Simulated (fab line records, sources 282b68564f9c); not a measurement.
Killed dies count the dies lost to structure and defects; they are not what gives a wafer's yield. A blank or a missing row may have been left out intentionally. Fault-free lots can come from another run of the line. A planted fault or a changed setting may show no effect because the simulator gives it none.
fab line records | flow ritCmos
[record] lots = 6 | wafers = 18 | lastDay = 7
route steps=202 shown ACTIVE@17 FOX1@20 FOX2@23 NWELL@28 PWELL@39 WELLDRIVE@50 M1@202
lots that met no fault: taken from a fault-free run of the same line
startH: start of the lot's first displayed wafer, in hours after the record's first day | waitH: hours elapsed since this lot's preceding step | " same as the row above | L1.1+2: several wafers, shown together as one row | - no value, or no start given | * or withheld: withheld | < > ~ a bound
route shown NAME@n: a module of which the file shows steps, and the number in the route of the first | usual: mean/standard deviation of fault-free wafers | same: alike in all rows | chamber/n: place in a boat | sites: the reading at each site | _std_site: their standard deviation | _edge_site: outer sites' mean less inner sites' | radiusMm: how far each site lies from the wafer's centre | mask NAME#n: copy n | behind: the most recent tool/chamber to have shaped the wafer | hold: cause of the lot's hold/its duration in hours/its outcome | device: the transistor (n, p or np) that didn't switch | end of line: the route-end tests of the same wafers | step lacking rows: just its recipe | killed: not the wafer's yield, but the dies lost to structure and defects at the first sort | map: the dies of a wafer, with x for killed, . for not killed, _ for no die there
set.NAME: the setting that was run; set.NAME@STEP: the one run at that earlier step | model.NAME: the simulator's own value behind a step, which no gauge read
lots at selected steps of the route; one table per step, one row per wafer
services: a tool's chamber out of use, with start hour (startH, from the record's first day; less than 0 if before it), hours out, and reason
[[steps]]
[step RIT_ACTIVE_CLEAN_15]
[recipe] chemistry = SC1 | mix = 3:3:50 | timeS = 600 | tempC = 75
[step RIT_ACTIVE_CLEAN_16]
[recipe] chemistry = dHF | dilution = 50:1 | timeS = 30
[step RIT_ACTIVE_CLEAN_17]
[recipe] chemistry = SC2 | mix = 3:3:50 | timeS = 600 | tempC = 75 | dry = n2Spin
[step RIT_FOX1_OXIDATION_00]
[recipe] tempC = 1100 | ambient = H2O | targetThkA = 3507 | pH2oTorr = 720 | oxTimeS = 1130
[step RIT_FOX1_THK_MEAS_01]
[recipe] reads = SiO2_of_FOX1_OXIDATION_00
[usual] FOX1_OXIDE_THK = 351/6.3
lot.wafer | tool         | chamber | startH | waitH | FOX1_OXIDE_THK[nm]
L959.1    | filmMetro-03 | -       | 18.57  | 0.0   | 354
L959.3    | "            | -       | "      | "     | 350
L959.6    | "            | -       | "      | "     | 352
L969.1    | filmMetro-04 | -       | 69.02  | 0.0   | 347
L969.5    | "            | -       | "      | "     | 348
L969.6    | "            | -       | "      | "     | 348
L970.2    | filmMetro-04 | -       | 74.21  | 0.0   | 356
L970.3    | "            | -       | "      | "     | 350
L970.6    | "            | -       | "      | "     | 351
L974.3    | filmMetro-04 | -       | 94.19  | 0.0   | 337
L974.4    | "            | -       | "      | "     | 335
L974.5    | "            | -       | "      | "     | 336
L979.1    | filmMetro-04 | -       | 118.37 | 0.0   | 361
L979.3    | "            | -       | "      | "     | 360
L979.6    | "            | -       | "      | "     | 360
L981.1    | filmMetro-03 | -       | 128.82 | 0.0   | 340
L981.3    | "            | -       | "      | "     | 344
L981.6    | "            | -       | "      | "     | 346
[step RIT_FOX1_WET_ETCH_02]
[recipe] chemistry = BOE | targetDepthNm = 350 | timeS = 390 | tempC = 21.5 | dry = n2Spin | dilution = 10:1 | target = SiO2
[step RIT_FOX2_OXIDATION_00]
[recipe] tempC = 1100 | ambient = H2O | targetThkA = 3507 | pH2oTorr = 720 | oxTimeS = 1130
[step RIT_FOX2_THK_MEAS_01]
[recipe] reads = SiO2_of_FOX2_OXIDATION_00
[usual] FOX2_OXIDE_THK = 351/6.4
lot.wafer | tool         | chamber | startH | waitH | FOX2_OXIDE_THK[nm]
L959.1    | filmMetro-03 | -       | 20.14  | 0.0   | 356
L959.3    | "            | -       | "      | "     | 352
L959.6    | "            | -       | "      | "     | 352
L969.1    | filmMetro-03 | -       | 70.95  | 0.0   | 343
L969.5    | "            | -       | "      | "     | 334
L969.6    | "            | -       | "      | "     | 341
L970.2    | filmMetro-04 | -       | 75.70  | 0.0   | 361
L970.3    | "            | -       | "      | "     | 356
L970.6    | "            | -       | "      | "     | 358
L974.3    | filmMetro-02 | -       | 95.68  | 0.0   | 353
L974.4    | "            | -       | "      | "     | 354
L974.5    | "            | -       | "      | "     | 351
L979.1    | filmMetro-02 | -       | 121.45 | 0.0   | 352
L979.3    | "            | -       | "      | "     | 352
L979.6    | "            | -       | "      | "     | 358
L981.1    | filmMetro-04 | -       | 130.31 | 0.0   | 349
L981.3    | "            | -       | "      | "     | 342
L981.6    | "            | -       | "      | "     | 341
[step RIT_FOX2_CLEAN_02]
[recipe] chemistry = dHF | dilution = 50:1 | timeS = 180
[step RIT_FOX2_WET_ETCH_03]
[recipe] chemistry = H3PO4 | target = Si3N4 | targetDepthNm = 195 | tempC = 165 | timeS = 2700
[step RIT_FOX2_THK_MEAS_90]
[recipe] reads = SiO2_of_FOX2_OXIDATION_00
[usual] FIELD_OXIDE_LEFT_1_THK = 324/6.3
lot.wafer | tool         | chamber | startH | waitH | FIELD_OXIDE_LEFT_1_THK[nm]
L959.1    | filmMetro-04 | -       | 21.01  | 0.0   | 329
L959.3    | "            | -       | "      | "     | 325
L959.6    | "            | -       | "      | "     | 325
L969.1    | filmMetro-03 | -       | 71.83  | 0.0   | 317
L969.5    | "            | -       | "      | "     | 307
L969.6    | "            | -       | "      | "     | 314
L970.2    | filmMetro-04 | -       | 76.65  | 0.0   | 334
L970.3    | "            | -       | "      | "     | 329
L970.6    | "            | -       | "      | "     | 330
L974.3    | filmMetro-04 | -       | 96.56  | 0.0   | 326
L974.4    | "            | -       | "      | "     | 327
L974.5    | "            | -       | "      | "     | 324
L979.1    | filmMetro-04 | -       | 122.33 | 0.0   | 325
L979.3    | "            | -       | "      | "     | 324
L979.6    | "            | -       | "      | "     | 330
L981.1    | filmMetro-03 | -       | 131.19 | 0.0   | 321
L981.3    | "            | -       | "      | "     | 315
L981.6    | "            | -       | "      | "     | 314
[step RIT_NWELL_HMDS_00]
[recipe] primeTimeS = 60 | primeTempC = 140
[step RIT_NWELL_COAT_01]
[recipe] resist = NOVOLAK | spinRpm = 2000 | resistThkNm = 1300
[usual] chillPlateTempC = 23.04/0.11 | dispensePressureKPa = 49/3.8
lot.wafer | tool          | chamber | startH | waitH | chillPlateTempC | dispensePressureKPa
L959.1    | lithoTrack-03 | 0       | 21.22  | 0.1   | 22.89           | 50
L959.3    | "             | 0       | "      | "     | 23.00           | 50
L959.6    | "             | 0       | "      | "     | 22.92           | 50
L969.1    | lithoTrack-02 | -       | 72.04  | 0.1   | -               | -
L969.5    | "             | -       | "      | "     | -               | -
L969.6    | "             | -       | "      | "     | -               | -
L970.2    | lithoTrack-03 | -       | 76.97  | 0.1   | -               | -
L970.3    | "             | -       | "      | "     | -               | -
L970.6    | "             | -       | "      | "     | -               | -
L974.3    | lithoTrack-04 | 0       | 96.80  | 0.1   | 23.20           | 43
L974.4    | "             | 0       | "      | "     | 23.10           | 43
L974.5    | "             | 0       | "      | "     | 23.22           | 43
L979.1    | lithoTrack-04 | 0       | 122.54 | 0.1   | 22.79           | 43
L979.3    | "             | 0       | "      | "     | 23.04           | 43
L979.6    | "             | 0       | "      | "     | 22.90           | 43
L981.1    | lithoTrack-02 | 0       | 131.40 | 0.1   | 23.07           | 52
L981.3    | "             | 0       | "      | "     | 23.02           | 52
L981.6    | "             | 0       | "      | "     | 23.18           | 52
[step RIT_NWELL_SOFTBAKE_02]
[recipe] resist = NOVOLAK | tempC = 90 | timeS = 60
[step RIT_NWELL_EXPOSE_03]
[recipe] maskId = M2 | na = 0.57 | targetCdNm = 43900 | doseMj = 250
[step RIT_NWELL_PEB_04]
[recipe] resist = NOVOLAK | tempC = withheld | timeS = withheld
[step RIT_NWELL_DEVELOP_05]
[recipe] resist = NOVOLAK | developTimeS = 68 | devTempC = 23
[step RIT_NWELL_OVL_MEAS_06]
[usual] NWELL_OVL = -0.3/1.7
lot.wafer | tool       | chamber | startH | waitH | NWELL_OVL[nm]
L959.1    | overlay-02 | -       | 21.95  | -     | 1.1
L959.3    | "          | -       | "      | "     | 0.9
L959.6    | "          | -       | "      | "     | -0.8
L969.1    | overlay-02 | -       | 72.77  | -     | -
L969.5    | "          | -       | "      | "     | -
L969.6    | "          | -       | "      | "     | -
L970.2    | overlay-01 | -       | 77.68  | -     | -
L970.3    | "          | -       | "      | "     | -
L970.6    | "          | -       | "      | "     | -
L974.3    | overlay-01 | -       | 97.62  | -     | 3.0
L974.4    | "          | -       | "      | "     | 1.5
L974.5    | "          | -       | "      | "     | 2.1
L979.1    | overlay-01 | -       | 123.33 | -     | 0.3
L979.3    | "          | -       | "      | "     | 0.0
L979.6    | "          | -       | "      | "     | -1.4
L981.1    | overlay-01 | -       | 132.25 | -     | -1.8
L981.3    | "          | -       | "      | "     | -3.3
L981.6    | "          | -       | "      | "     | -1.5
[step RIT_NWELL_HARDBAKE_07]
[recipe] resist = NOVOLAK | tempC = 140 | timeS = 120
[step RIT_NWELL_IMPLANT_08]
[recipe] species = P | energyKev = 170 | doseCm2 = 5e+13 | tiltDeg = 7
[step RIT_NWELL_STRIP_09]
[recipe] chemistry = O2 | timeS = 180 | resist = NOVOLAK | platenTempC = withheld | powerW = 500 | pressureMtorr = 4000 | o2FlowSccm = 4000
[usual] drypumpMotorCurrentA = 5.3/0.43
lot.wafer | tool           | chamber | startH | waitH | drypumpMotorCurrentA | rfHoursCounterH
L959.1    | plasmaAsher-04 | 0       | 22.39  | 0.1   | 5.3                  | 36
L959.3    | "              | 0       | "      | "     | 5.3                  | -
L959.6    | "              | 0       | "      | "     | 5.3                  | -
L969.1    | plasmaAsher-02 | 0       | 73.20  | 0.1   | 5.3                  | 29
L969.5    | "              | 1       | "      | "     | 5.1                  | -
L969.6    | "              | 0       | "      | "     | 5.3                  | -
L970.2    | plasmaAsher-01 | 1       | 78.11  | 0.1   | 4.8                  | 40
L970.3    | "              | 0       | "      | "     | 5.8                  | -
L970.6    | "              | 1       | "      | "     | 4.8                  | -
L974.3    | plasmaAsher-02 | 1       | 98.10  | 0.1   | 5.1                  | -
L974.4    | "              | 0       | "      | "     | 5.3                  | -
L974.5    | "              | 1       | "      | "     | 5.1                  | -
L979.1    | plasmaAsher-04 | 0       | 123.77 | 0.1   | 5.3                  | 48
L979.3    | "              | 0       | "      | "     | 5.3                  | -
L979.6    | "              | 1       | "      | "     | 6.1                  | -
L981.1    | plasmaAsher-01 | 0       | 132.69 | 0.1   | 5.8                  | 47
L981.3    | "              | 1       | "      | "     | 4.8                  | -
L981.6    | "              | 0       | "      | "     | 5.8                  | -
[step RIT_NWELL_TW_MEAS_10]
[usual] NWELL_TW = 2141/12
lot.wafer | tool         | chamber | startH | waitH | NWELL_TW
L959.1    | filmMetro-01 | -       | 22.57  | 0.1   | 2142
L959.3    | "            | -       | "      | "     | 2143
L959.6    | "            | -       | "      | "     | 2136
L969.1    | filmMetro-01 | -       | 73.38  | 0.1   | 2142
L969.5    | "            | -       | "      | "     | 2139
L969.6    | "            | -       | "      | "     | 2150
L970.2    | filmMetro-01 | -       | 78.30  | 0.1   | 2123
L970.3    | "            | -       | "      | "     | 2143
L970.6    | "            | -       | "      | "     | 2141
L974.3    | filmMetro-01 | -       | 98.24  | 0.1   | 2154
L974.4    | "            | -       | "      | "     | 2142
L974.5    | "            | -       | "      | "     | 2131
L979.1    | filmMetro-04 | -       | 123.94 | 0.1   | 2147
L979.3    | "            | -       | "      | "     | 2157
L979.6    | "            | -       | "      | "     | 2143
L981.1    | filmMetro-01 | -       | 132.86 | 0.1   | 2143
L981.3    | "            | -       | "      | "     | 2142
L981.6    | "            | -       | "      | "     | 2143
[step RIT_PWELL_HMDS_00]
[recipe] primeTimeS = 60 | primeTempC = 140
[step RIT_PWELL_COAT_01]
[recipe] resist = NOVOLAK | spinRpm = 2000 | resistThkNm = 1300
[step RIT_PWELL_SOFTBAKE_02]
[recipe] resist = NOVOLAK | tempC = 90 | timeS = 60
[step RIT_PWELL_EXPOSE_03]
[recipe] maskId = M3 | na = 0.57 | targetCdNm = 43700 | doseMj = 250
[step RIT_PWELL_PEB_04]
[recipe] resist = NOVOLAK | tempC = withheld | timeS = withheld
[step RIT_PWELL_DEVELOP_05]
[recipe] resist = NOVOLAK | developTimeS = 68 | devTempC = 23
[step RIT_PWELL_OVL_MEAS_06]
[usual] PWELL_OVL = 0.2/1.7
lot.wafer | tool       | chamber | startH | waitH | PWELL_OVL[nm]
L959.1    | overlay-02 | -       | 23.51  | -     | -0.6
L959.3    | "          | -       | "      | "     | -1.3
L959.6    | "          | -       | "      | "     | -1.2
L969.1    | overlay-01 | -       | 74.44  | -     | -1.2
L969.5    | "          | -       | "      | "     | 2.4
L969.6    | "          | -       | "      | "     | 2.1
L970.2    | overlay-02 | -       | 79.23  | -     | -1.5
L970.3    | "          | -       | "      | "     | -1.0
L970.6    | "          | -       | "      | "     | -1.4
L974.3    | overlay-01 | -       | 99.29  | -     | -1.2
L974.4    | "          | -       | "      | "     | 0.0
L974.5    | "          | -       | "      | "     | -0.6
L979.1    | overlay-02 | -       | 125.01 | -     | -1.1
L979.3    | "          | -       | "      | "     | 0.1
L979.6    | "          | -       | "      | "     | -1.1
L981.1    | overlay-01 | -       | 133.93 | -     | -2.2
L981.3    | "          | -       | "      | "     | -2.9
L981.6    | "          | -       | "      | "     | -1.5
[step RIT_PWELL_HARDBAKE_07]
[recipe] resist = NOVOLAK | tempC = 140 | timeS = 120
[step RIT_PWELL_IMPLANT_08]
[recipe] species = B | energyKev = 170 | doseCm2 = 7e+13 | tiltDeg = 7
[step RIT_PWELL_STRIP_09]
[recipe] chemistry = O2 | timeS = 180 | resist = NOVOLAK | platenTempC = withheld | powerW = 500 | pressureMtorr = 4000 | o2FlowSccm = 4000
[usual] drypumpMotorCurrentA = 5.5/0.39
lot.wafer | tool           | chamber | startH | waitH | drypumpMotorCurrentA | rfHoursCounterH
L959.1    | plasmaAsher-04 | 0       | 23.94  | 0.1   | 5.3                  | 37
L959.3    | "              | 0       | "      | "     | 5.3                  | -
L959.6    | "              | 1       | "      | "     | 6.1                  | -
L969.1    | plasmaAsher-02 | 1       | 74.88  | 0.1   | 5.1                  | 29
L969.5    | "              | 1       | "      | "     | 5.1                  | -
L969.6    | "              | 0       | "      | "     | 5.3                  | -
L970.2    | plasmaAsher-02 | 0       | 79.66  | 0.1   | 5.3                  | 30
L970.3    | "              | 0       | "      | "     | 5.2                  | -
L970.6    | "              | 1       | "      | "     | 5.1                  | -
L974.3    | plasmaAsher-03 | 1       | 99.78  | 0.1   | 6.1                  | -
L974.4    | "              | 0       | "      | "     | 5.2                  | -
L974.5    | "              | 1       | "      | "     | 6.1                  | -
L979.1    | plasmaAsher-04 | 1       | 125.44 | 0.1   | 6.1                  | 48
L979.3    | "              | 1       | "      | "     | 6.1                  | -
L979.6    | "              | 1       | "      | "     | 6.1                  | -
L981.1    | plasmaAsher-03 | 1       | 134.36 | 0.1   | 6.0                  | 2
L981.3    | "              | 1       | "      | "     | 6.0                  | -
L981.6    | "              | 0       | "      | "     | 5.3                  | -
[step RIT_PWELL_TW_MEAS_10]
[usual] PWELL_TW = 951/5.2
lot.wafer | tool         | chamber | startH | waitH | PWELL_TW
L959.1    | filmMetro-01 | -       | 24.12  | 0.1   | 949
L959.3    | "            | -       | "      | "     | 951
L959.6    | "            | -       | "      | "     | 951
L969.1    | filmMetro-02 | -       | 75.06  | 0.1   | 2212
L969.5    | "            | -       | "      | "     | 2200
L969.6    | "            | -       | "      | "     | 2198
L970.2    | filmMetro-04 | -       | 79.85  | 0.1   | 2183
L970.3    | "            | -       | "      | "     | 2171
L970.6    | "            | -       | "      | "     | 2178
L974.3    | filmMetro-01 | -       | 99.91  | 0.1   | 954
L974.4    | "            | -       | "      | "     | 945
L974.5    | "            | -       | "      | "     | 948
L979.1    | filmMetro-01 | -       | 125.62 | 0.1   | 947
L979.3    | "            | -       | "      | "     | 947
L979.6    | "            | -       | "      | "     | 953
L981.1    | filmMetro-04 | -       | 134.54 | 0.1   | 960
L981.3    | "            | -       | "      | "     | 952
L981.6    | "            | -       | "      | "     | 954
[step RIT_WELLDRIVE_ANNEAL_00]
[recipe] tempC = 1100 | timeS = 14700 | ambient = N2
[step RIT_M1_PROBE_99]
[usual] killedAtContacts = 0.1/0.3 | killedAtFrontEnd = 7/3.3 | killedDies = 7/3.3 | killedOnRim = 2.2/1.4 | killedOpen = 3.8/2.3 | killedShort = 3.5/2.1
[same] grossDies = 264 | killed_at_M0_to_M3 = 0 | killed_at_M4_up = 0 | killedAtBackSide = 0 | killedAtOther = 0
lot.wafer | tool      | chamber | startH | waitH | killedAtContacts | killedAtFrontEnd | killedDies | killedOnRim | killedOpen | killedShort
L969.1    | prober-01 | -       | 109.80 | 0.1   | 0                | 264              | 264        | 70          | 2          | 3
L969.5    | prober-01 | -       | 110.00 | 0.2   | 0                | 264              | 264        | 70          | 4          | 4
L969.6    | prober-01 | -       | 110.05 | 0.2   | 0                | 264              | 264        | 70          | 8          | 4
L970.2    | prober-01 | -       | 116.23 | 0.1   | 1                | 263              | 264        | 70          | 5          | 5
L970.3    | prober-01 | -       | 116.28 | 0.2   | 0                | 264              | 264        | 70          | 4          | 1
L970.6    | prober-01 | -       | 116.43 | 0.2   | 0                | 264              | 264        | 70          | 2          | 7
// killed by level:class
L969.1 NWELL:areaExpose=259 REOX:geometricParticle:open=2 FOX1:geometricParticle:short=1 FOX2:geometricParticle:short=1 GATE:geometricParticle:short=1
L969.5 NWELL:areaExpose=256 FOX2:geometricParticle:short=2 GATE:geometricParticle:open=2 ACTIVE:geometricParticle:open=1 FOX2:geometricParticle:open=1 REOX:geometricParticle:short=1 SILICIDE:geometricParticle:short=1
L969.6 NWELL:areaExpose=252 FOX1:geometricParticle:open=3 REOX:geometricParticle:open=2 REOX:geometricParticle:short=2 ACTIVE:geometricParticle:open=1 FOX2:geometricParticle:short=1 GATE:geometricParticle:open=1 SPACER:geometricParticle:short=1
L970.2 NWELL:areaExpose=254 FOX2:geometricParticle:open=3 GATE:geometricParticle:short=2 SPACER:geometricParticle:short=2 FOX2:geometricParticle:short=1 SILICIDE:geometricParticle:open=1 CONTACT:geometricParticle:open=1
L970.3 NWELL:areaExpose=259 SILICIDE:geometricParticle:open=3 GATE:geometricParticle:short=1 GATE:geometricParticle:open=1
L970.6 NWELL:areaExpose=255 FOX2:geometricParticle:short=3 SILICIDE:geometricParticle:short=2 GATE:geometricParticle:short=1 GATE:geometricParticle:open=1 SPACER:geometricParticle:short=1 SPACER:geometricParticle:open=1
// map L969.1 (x killed, . not)
________xxxxxxx_______
_____xxxxxxxxxxxxx____
____xxxxxxxxxxxxxxx___
___xxxxxxxxxxxxxxxxx__
__xxxxxxxxxxxxxxxxxxx_
__xxxxxxxxxxxxxxxxxxx_
_xxxxxxxxxxxxxxxxxxxxx
_xxxxxxxxxxxxxxxxxxxxx
_xxxxxxxxxxxxxxxxxxxxx
_xxxxxxxxxxxxxxxxxxxxx
__xxxxxxxxxxxxxxxxxxx_
__xxxxxxxxxxxxxxxxxxx_
___xxxxxxxxxxxxxxxxx__
____xxxxxxxxxxxxxxx___
_____xxxxxxxxxxxxx____
________xxxxxxx_______
// map L970.2 (x killed, . not)
________xxxxxxx_______
_____xxxxxxxxxxxxx____
____xxxxxxxxxxxxxxx___
___xxxxxxxxxxxxxxxxx__
__xxxxxxxxxxxxxxxxxxx_
__xxxxxxxxxxxxxxxxxxx_
_xxxxxxxxxxxxxxxxxxxxx
_xxxxxxxxxxxxxxxxxxxxx
_xxxxxxxxxxxxxxxxxxxxx
_xxxxxxxxxxxxxxxxxxxxx
__xxxxxxxxxxxxxxxxxxx_
__xxxxxxxxxxxxxxxxxxx_
___xxxxxxxxxxxxxxxxx__
____xxxxxxxxxxxxxxx___
_____xxxxxxxxxxxxx____
________xxxxxxx_______
[[services]]
tool           | chamber | startH | hours | kind
plasmaAsher-01 | -       | 14.56  | 3.2   | repair
plasmaAsher-03 | -       | 86.96  | 2.8   | repair
plasmaAsher-03 | -       | 108.75 | 9.0   | pm
plasmaAsher-03 | 0       | 108.75 | 9.0   | ventCycle
plasmaAsher-03 | 1       | 108.75 | 9.0   | ventCycle
plasmaAsher-03 | 0       | 117.75 | -     | clean
plasmaAsher-03 | 1       | 117.75 | -     | clean
[[key]]
[firstSign] step = RIT_NWELL_COAT_01 | reading = toolRecord | direction = missing
[effect] step = RIT_NWELL_OVL_MEAS_06 | reading = NWELL_OVL | direction = missing
[effect] step = RIT_PWELL_TW_MEAS_10 | reading = PWELL_TW | direction = up | sigmas = 99+ | usual = 951 | struck = 2190
[effect] step = RIT_M1_PROBE_99 | reading = killedDies | direction = up | sigmas = 78 | usual = 7 | struck = 264
[moreKillsBornAt] RIT_NWELL_EXPOSE_03@ilineStepper-01 = 1535
metAt RIT_NWELL_COAT_01
struckWafers L969.1,L969.5,L969.6,L970.2,L970.3,L970.6
testerLeftOut L969,L970
onsetBetween 21.22 72.04
[fault] kind = skippedStepWhole | tool = lithoTrack-02,lithoTrack-03 | chamber = - | onsetH = 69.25 | steps = RIT_NWELL_COAT_01 | scope = struckLotsOnly
// testerLeftOut: of these lots the tester's yield and bins aren't shown, on N5 and GAA mostly nor the transistor test; their killed dies are dies lost to structure and defects alone, not to doping, threshold or leakage, so they don't give the yield
